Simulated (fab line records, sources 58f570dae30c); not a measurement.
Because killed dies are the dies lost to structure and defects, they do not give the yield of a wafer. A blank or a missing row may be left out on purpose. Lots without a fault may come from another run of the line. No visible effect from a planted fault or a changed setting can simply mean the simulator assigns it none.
Which tool is to blame? -- flow berkeleyCmos170 -- Sampling: 7 lots, 21 wafers, 2 of 331 route steps

## WHAT THE GAUGES READ, wafer by wafer
UCB170_PFIELD_OVL_MEAS_06.
lot,measured,on,PFIELD_OVL (nm)
L656,day 4 06:58,overlay-01,9 -2 0
L658,day 5 04:37,overlay-02,-1 5 2
L661,day 5 18:52,overlay-02,1 -5 -1
L668,day 7 15:04,overlay-01,-10 -4 -2
L672,day 8 03:09,overlay-02,- - -
L676,day 8 19:50,overlay-02,-2 -2 -1
L678,day 8 23:48,overlay-01,-5 -12 -5

## WHICH TOOL RAN EACH LOT (tool, then ch and the chambers of the sampled wafers, then the start)
lot,UCB170_PFIELD_COAT_01
L656,"lithoTrack-01 ch 0, day 4 05:44"
L658,"lithoTrack-01 ch 0, day 5 03:29"
L661,"lithoTrack-02 ch 0, day 5 18:01"
L668,"lithoTrack-02 ch 0, day 7 13:36"
L672,"lithoTrack-01, day 8 02:01"
L676,"lithoTrack-02 ch 0, day 8 19:10"
L678,"lithoTrack-02 ch 0, day 8 22:56"
- UCB170_PFIELD_COAT_01: resist thk 900 nm.

## THE ANSWER, worked out from the rows above alone
Rule: the lots themselves supply what counts as usual. Put in order of their means at a reading, lots are off if they are a third of the lots or fewer, leave a main group of 4 or more, and stand apart from it by a gap of 3 or more times the standard deviation of the main group's means; of several such gaps the widest counts. The tables above print the reading to a certain number of digits; a main group whose means all agree to those digits is not used. A lot without any number at a reading at which 4 lots or more have one is off too. The other lots that the step has rows for count as sound.
Off: at UCB170_PFIELD_OVL_MEAS_06 (PFIELD_OVL), L672. Without a number there: L672. The main group has a mean of -2 nm with a standard deviation of 3.5.
A tool fits if, at a process step before that reading, it ran every lot that is off, and no sound lot after the first of them. The gauges at UCB170_PFIELD_OVL_MEAS_06 are tried like those tools. One fits: lithoTrack-01 at UCB170_PFIELD_COAT_01. A fault onset in the window from L658 (day 5 03:29, its last sound lot) to L672 (day 8 02:01, its first lot off) fits.

## WHAT WAS PUT IN BY THE SIMULATOR
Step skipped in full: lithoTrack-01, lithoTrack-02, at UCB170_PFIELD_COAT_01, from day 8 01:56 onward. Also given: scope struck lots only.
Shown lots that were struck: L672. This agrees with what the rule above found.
